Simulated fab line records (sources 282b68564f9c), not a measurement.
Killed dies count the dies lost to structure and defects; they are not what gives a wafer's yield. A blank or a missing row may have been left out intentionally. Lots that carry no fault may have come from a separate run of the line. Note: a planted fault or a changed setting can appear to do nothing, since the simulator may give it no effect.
One fault through the eyes of 2 desks | flow rit cmos | every desk sees just its own numbers, and what lay behind them comes last

## TOOL OWNER'S DESK, implanter-02
The tool's own readings at RIT_PLDD_IMPLANT_08: means of the sampled wafers that have a number, for each lot that ran on this tool. The brackets show how far a lot's mean lies from the usual mean; more than 4 standard deviations puts the lot out of limits, marked OUT.
Columns: A = dose ions cm2 at RIT_PLDD_IMPLANT_08, usual 9.002e+14; B = end station pressure torr at RIT_PLDD_IMPLANT_08, usual 7.2e-06 Torr; C = faraday current uA at RIT_PLDD_IMPLANT_08, usual 2820
lot  | first seen here | A                           | B                  | C
L867 | day 2 23:26     | 9.003e+14                   | 7.5e-06            | 2782
L876 | day 4 20:40     | 2.701e+14 (-99 or more) OUT | 5.7e-06 (-4.3) OUT | 848 (-33) OUT
L878 | day 5 06:32     | 2.702e+14 (-99 or more) OUT | 5.7e-06 (-4.3) OUT | 838 (-34) OUT
Finding of this desk: L876, L878 out of limits; the first was L876 at day 4 20:40, on dose ions cm2 at RIT_PLDD_IMPLANT_08. In limits: L867.

## THE METROLOGY DESK
What the gauges read, lot by lot, whatever tool the lot ran on: means of the sampled wafers that have a number. The brackets show how far a lot's mean lies from the usual mean; more than 4 standard deviations puts the lot out of limits, marked OUT.
Columns: A = PLDD_TW at RIT_PLDD_TW_MEAS_10, usual 2330; B = PLDD_RS at RIT_SDANNEAL_RS_MEAS_06, usual 178.8 ohm/sq
lot  | first seen here | A              | B
L866 | day 2 20:40     | 2322           | 179.2
L867 | day 2 23:45     | 2333           | 178.0
L868 | day 3 07:00     | 2333           | 178.7
L869 | day 3 10:59     | 2323           | 179.5
L870 | day 3 17:26     | 2332           | 178.6
L871 | day 3 20:54     | 2333           | 178.4
L875 | day 4 17:17     | 2315           | 177.9
L876 | day 4 20:59     | 1670 (-55) OUT | 427.6 (+99 or more) OUT
L878 | day 5 06:52     | 1667 (-55) OUT | 421.0 (+99 or more) OUT
L883 | day 6 08:51     | 2331           | 179.2
L884 | day 6 14:05     | 2343           | 179.2
L887 | day 7 06:19     | 2342           | 178.9
L888 | day 7 11:25     | 2323           | 179.0
L889 | day 7 18:35     | 2319           | 178.7
Per this desk, out of limits: L876, L878; the first was L876, day 4 20:59 (PLDD_TW at RIT_PLDD_TW_MEAS_10). In limits: L866, L867, L868, L869, L870, L871, L875, L883, L884, L887, L888, L889.

## TAKEN TOGETHER
The tool owner's desk had the chance to raise an alarm at day 4 20:40 on L876, L878.
At day 4 20:59 the metrology desk could have sounded an alarm, on L876, L878.
All the named lots went through RIT_PLDD_IMPLANT_08 on implanter-02.

## WHAT HAD BEEN PUT IN BY THE SIMULATOR
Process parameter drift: implanter-02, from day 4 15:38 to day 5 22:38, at RIT_PLDD_IMPLANT_08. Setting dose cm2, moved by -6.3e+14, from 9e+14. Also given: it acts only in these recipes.
Lots struck among those shown: L876, L878.
Counting hours from when the fault started, the first reading out of limits came at 5 for the tool owner's desk and at 5 for the metrology desk.
